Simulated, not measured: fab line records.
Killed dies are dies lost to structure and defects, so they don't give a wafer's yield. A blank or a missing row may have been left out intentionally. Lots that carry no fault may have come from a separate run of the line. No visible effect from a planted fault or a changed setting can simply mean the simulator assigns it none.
Chamber matching / flow berkeley-cmos170 / UCB170_GATE_ETCH_15 on rie-si-02: 4 sister chambers
The step etches poly-Si in HBr/Cl2, stops on SiO2, time 56.3 s, target depth 278.2 nm. 16 wafers are shown with their chamber, then 8 later ones without.

## EACH WAFER AND ITS CHAMBER
wafer=L304.3; chamber=3; drypump-motor-current-A (A)=6.0; throttle-valve-pct (%)=26.3; oes-product-au (a.u.)=0.816
wafer=L304.4; chamber=0; drypump-motor-current-A (A)=5.2; throttle-valve-pct (%)=26.2; oes-product-au (a.u.)=0.814
wafer=L304.6; chamber=1; drypump-motor-current-A (A)=5.6; throttle-valve-pct (%)=25.8; oes-product-au (a.u.)=0.820
wafer=L305.1; chamber=3; drypump-motor-current-A (A)=5.9; throttle-valve-pct (%)=26.3; oes-product-au (a.u.)=0.815
wafer=L305.3; chamber=0; drypump-motor-current-A (A)=5.2; throttle-valve-pct (%)=26.2; oes-product-au (a.u.)=0.811
wafer=L305.5; chamber=2; drypump-motor-current-A (A)=5.9; throttle-valve-pct (%)=26.2; oes-product-au (a.u.)=0.825
wafer=L313.1; chamber=1; drypump-motor-current-A (A)=5.6; throttle-valve-pct (%)=25.8; oes-product-au (a.u.)=0.831
wafer=L313.4; chamber=0; drypump-motor-current-A (A)=5.2; throttle-valve-pct (%)=26.2; oes-product-au (a.u.)=0.817
wafer=L313.6; chamber=0; drypump-motor-current-A (A)=5.2; throttle-valve-pct (%)=26.2; oes-product-au (a.u.)=0.825
wafer=L316.1; chamber=2; drypump-motor-current-A (A)=5.9; throttle-valve-pct (%)=26.3; oes-product-au (a.u.)=0.850
wafer=L316.4; chamber=3; drypump-motor-current-A (A)=5.9; throttle-valve-pct (%)=26.3; oes-product-au (a.u.)=0.849
wafer=L316.6; chamber=2; drypump-motor-current-A (A)=5.9; throttle-valve-pct (%)=26.2; oes-product-au (a.u.)=0.851
wafer=L317.3; chamber=0; drypump-motor-current-A (A)=5.2; throttle-valve-pct (%)=26.2; oes-product-au (a.u.)=0.821
wafer=L317.4; chamber=2; drypump-motor-current-A (A)=5.9; throttle-valve-pct (%)=26.3; oes-product-au (a.u.)=0.846
wafer=L317.6; chamber=0; drypump-motor-current-A (A)=5.2; throttle-valve-pct (%)=26.2; oes-product-au (a.u.)=0.824
wafer=L323.1; chamber=0; drypump-motor-current-A (A)=5.2; throttle-valve-pct (%)=26.2; oes-product-au (a.u.)=0.830

SIGNATURES (means of the wafers above)
reading=drypump-motor-current-A; chamber 0=5.200; chamber 1=5.600; chamber 2=5.900; chamber 3=5.933; scatter within a chamber=0.0236
reading=throttle-valve-pct; chamber 0=26.200; chamber 1=25.800; chamber 2=26.250; chamber 3=26.300; scatter within a chamber=0.0289
reading=oes-product-au; chamber 0=0.82029; chamber 1=0.82550; chamber 2=0.84300; chamber 3=0.82667; scatter within a chamber=0.0113
Rule: for a wafer and a chamber, the distance is found by dividing, reading by reading, the gap between the wafer's reading and the chamber's mean by the reading's scatter, squaring, summing and taking the root. If the next closest chamber is less than 2 further off than the closest, the wafer can't be placed; otherwise it belongs to the closest. The scatter: the root of (the sum of the squares of (reading less its chamber's mean) over the shown wafers, divided by (wafers less chambers)).

## WAFERS WITH NO CHAMBER GIVEN
wafer=L323.3; drypump-motor-current-A (A)=5.5; throttle-valve-pct (%)=25.8; oes-product-au (a.u.)=0.831
wafer=L323.4; drypump-motor-current-A (A)=5.9; throttle-valve-pct (%)=26.3; oes-product-au (a.u.)=0.821
wafer=L325.1; drypump-motor-current-A (A)=5.9; throttle-valve-pct (%)=26.3; oes-product-au (a.u.)=0.834
wafer=L325.4; drypump-motor-current-A (A)=5.6; throttle-valve-pct (%)=25.8; oes-product-au (a.u.)=0.833
wafer=L325.6; drypump-motor-current-A (A)=5.9; throttle-valve-pct (%)=26.3; oes-product-au (a.u.)=0.838
wafer=L327.1; drypump-motor-current-A (A)=5.2; throttle-valve-pct (%)=26.2; oes-product-au (a.u.)=0.836
wafer=L327.3; drypump-motor-current-A (A)=5.5; throttle-valve-pct (%)=25.8; oes-product-au (a.u.)=0.853
wafer=L327.6; drypump-motor-current-A (A)=5.9; throttle-valve-pct (%)=26.3; oes-product-au (a.u.)=0.852

## EACH ONE'S CHAMBER
wafer=L323.3; from the rows above=1; in truth=1
wafer=L323.4; from the rows above=can't be placed: 3 or 2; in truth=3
wafer=L325.1; from the rows above=can't be placed: 3 or 2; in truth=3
wafer=L325.4; from the rows above=1; in truth=1
wafer=L325.6; from the rows above=can't be placed: 3 or 2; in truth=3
wafer=L327.1; from the rows above=0; in truth=0
wafer=L327.3; from the rows above=1; in truth=1
wafer=L327.6; from the rows above=can't be placed: 2 or 3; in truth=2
Correct placement for 4 of the 8. Not placeable from these rows: 4 (in 4, the candidates include the true chamber). Number placed wrongly: 0.
